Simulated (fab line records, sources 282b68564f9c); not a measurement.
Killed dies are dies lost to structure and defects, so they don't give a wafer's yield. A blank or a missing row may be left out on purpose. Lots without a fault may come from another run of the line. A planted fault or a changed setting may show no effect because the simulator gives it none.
Which tool did it? | flow rit_cmos | 14 lots, 42 wafers sampled, at 3 steps of a route of 202

WHAT THE GAUGES READ, wafer by wafer
RIT_PLDD_TW_MEAS_10.
lot  | measured    | on            | PLDD_TW
L667 | day 2 22:13 | film_metro-01 | 2337 2339 2348
L668 | day 3 02:23 | film_metro-04 | 2319 2326 2319
L669 | day 3 09:49 | film_metro-02 | 2368 2361 2368
L671 | day 3 21:27 | film_metro-04 | 2316 2325 2326
L674 | day 4 11:41 | film_metro-01 | 2019 2031 2019 2021 2034 2020
L677 | day 5 01:57 | film_metro-02 | 2057 2052 2054 2059 2051 2048
L682 | day 5 23:25 | film_metro-04 | 2341 2338 2335
L683 | day 6 06:04 | film_metro-04 | 2339 2332 2345
L684 | day 6 09:51 | film_metro-04 | 2338 2340 2353
L685 | day 6 20:59 | film_metro-04 | 2346 2342 2334
L686 | day 7 02:25 | film_metro-02 | 2371 2346 2366
L688 | day 7 10:16 | film_metro-01 | 2344 2318 2329
L689 | day 7 16:11 | film_metro-04 | 2322 2322 2320
L690 | day 8 00:28 | film_metro-02 | 2361 2389 2387

RIT_SDANNEAL_RS_MEAS_06: measures by four-point-probe.
lot  | measured    | on            | PLDD_RS (ohm/sq)
L667 | day 3 04:23 | film_metro-01 | 179.3 179.4 179.2
L668 | day 3 08:37 | film_metro-04 | 178.6 179.1 178.9
L669 | day 3 15:54 | film_metro-04 | 179.4 178.7 179.4
L671 | day 4 03:38 | film_metro-04 | 179.5 179.5 178.9
L674 | day 4 22:57 | film_metro-04 | 245.7 245.3 246.3 245.5 245.8 245.8
L677 | day 5 11:15 | film_metro-04 | 245.9 245.3 245.7 246.1 245.2 246.1
L682 | day 6 05:46 | film_metro-02 | 178.5 178.1 178.3
L683 | day 6 12:17 | film_metro-04 | 178.7 178.8 178.8
L684 | day 6 16:02 | film_metro-04 | 178.7 178.3 178.9
L685 | day 7 04:08 | film_metro-01 | 179.8 179.8 179.3
L686 | day 7 08:46 | film_metro-02 | 177.6 177.7 177.7
L688 | day 7 16:43 | film_metro-02 | 178.3 179.1 178.9
L689 | day 7 22:17 | film_metro-02 | 178.6 179.1 179.1
L690 | day 8 06:41 | film_metro-04 | 179.0 178.7 178.5

WHICH TOOL RAN EACH LOT (tool, then ch and the chambers of the sampled wafers, then the start)
lot  | RIT_PLDD_IMPLANT_08
L667 | implanter-04 ch 0, day 2 21:56
L668 | implanter-04 ch 0, day 3 02:06
L669 | implanter-03 ch 0, day 3 09:30
L671 | implanter-01 ch 0, day 3 21:08
L674 | implanter-03 ch 0, day 4 11:22
L677 | implanter-03 ch 0, day 5 01:38
L682 | implanter-01 ch 0, day 5 23:06
L683 | implanter-01 ch 0, day 6 05:45
L684 | implanter-04 ch 0, day 6 09:31
L685 | implanter-04 ch 0, day 6 20:40
L686 | implanter-01 ch 0, day 7 02:05
L688 | implanter-04 ch 0, day 7 09:56
L689 | implanter-03 ch 0, day 7 15:52
L690 | implanter-04 ch 0, day 8 00:08
- RIT_PLDD_IMPLANT_08

WHAT THE TOOLS THEMSELVES READ (means of the sampled wafers that have a number; where no wafer has one, the mark that the record gives instead)
RIT_PLDD_IMPLANT_08.
lot  | tool         | dose_ions_cm2 | faraday_current_uA
L667 | implanter-04 | 8.988e+14     | 2815
L668 | implanter-04 | 9.010e+14     | 2849
L669 | implanter-03 | 9.005e+14     | 2816
L671 | implanter-01 | 9.007e+14     | 2825
L674 | implanter-03 | 5.217e+14     | 1659
L677 | implanter-03 | 5.205e+14     | 1687
L682 | implanter-01 | 9.000e+14     | 2857
L683 | implanter-01 | 8.998e+14     | 2785
L684 | implanter-04 | 8.998e+14     | 2791
L685 | implanter-04 | 9.003e+14     | 2820
L686 | implanter-01 | 9.010e+14     | 2803
L688 | implanter-04 | 8.982e+14     | 2745
L689 | implanter-03 | 8.998e+14     | 2822
L690 | implanter-04 | 8.996e+14     | 2850

THE ANSWER, worked out from the rows above alone
Rule: what is usual is taken from the lots themselves. Put in order of their means at a reading, lots are off if they are a third of the lots or fewer, leave a main group of 4 or more, and stand apart from it by a gap of 3 or more times the standard deviation of the main group's means; of several such gaps the widest counts. A main group whose means are all the same, to the digits that the tables above print for the reading, isn't used. A lot without any number at a reading at which 4 lots or more have one is off too. The other lots that the step has rows for count as sound. The gauges are gone through in route order, then the tools' own readings, and for those a lot's mean is taken as printed above. The first step at which some lot is off is used, and at that step the reading that is off furthest; a lot without a number counts as furthest.
Off: L674, L677, at RIT_PLDD_TW_MEAS_10 (PLDD_TW). The main group: mean 2342, standard deviation 18.
A tool fits if, at a process step before that reading, it ran every lot that is off, and no sound lot after the first of them. The gauges at RIT_PLDD_TW_MEAS_10 aren't tried: what is off there is off at RIT_SDANNEAL_RS_MEAS_06 too, on other tools, and a gauge's error can't cause that. None of those tried fits.

WHAT THE SIMULATOR HAD PUT IN
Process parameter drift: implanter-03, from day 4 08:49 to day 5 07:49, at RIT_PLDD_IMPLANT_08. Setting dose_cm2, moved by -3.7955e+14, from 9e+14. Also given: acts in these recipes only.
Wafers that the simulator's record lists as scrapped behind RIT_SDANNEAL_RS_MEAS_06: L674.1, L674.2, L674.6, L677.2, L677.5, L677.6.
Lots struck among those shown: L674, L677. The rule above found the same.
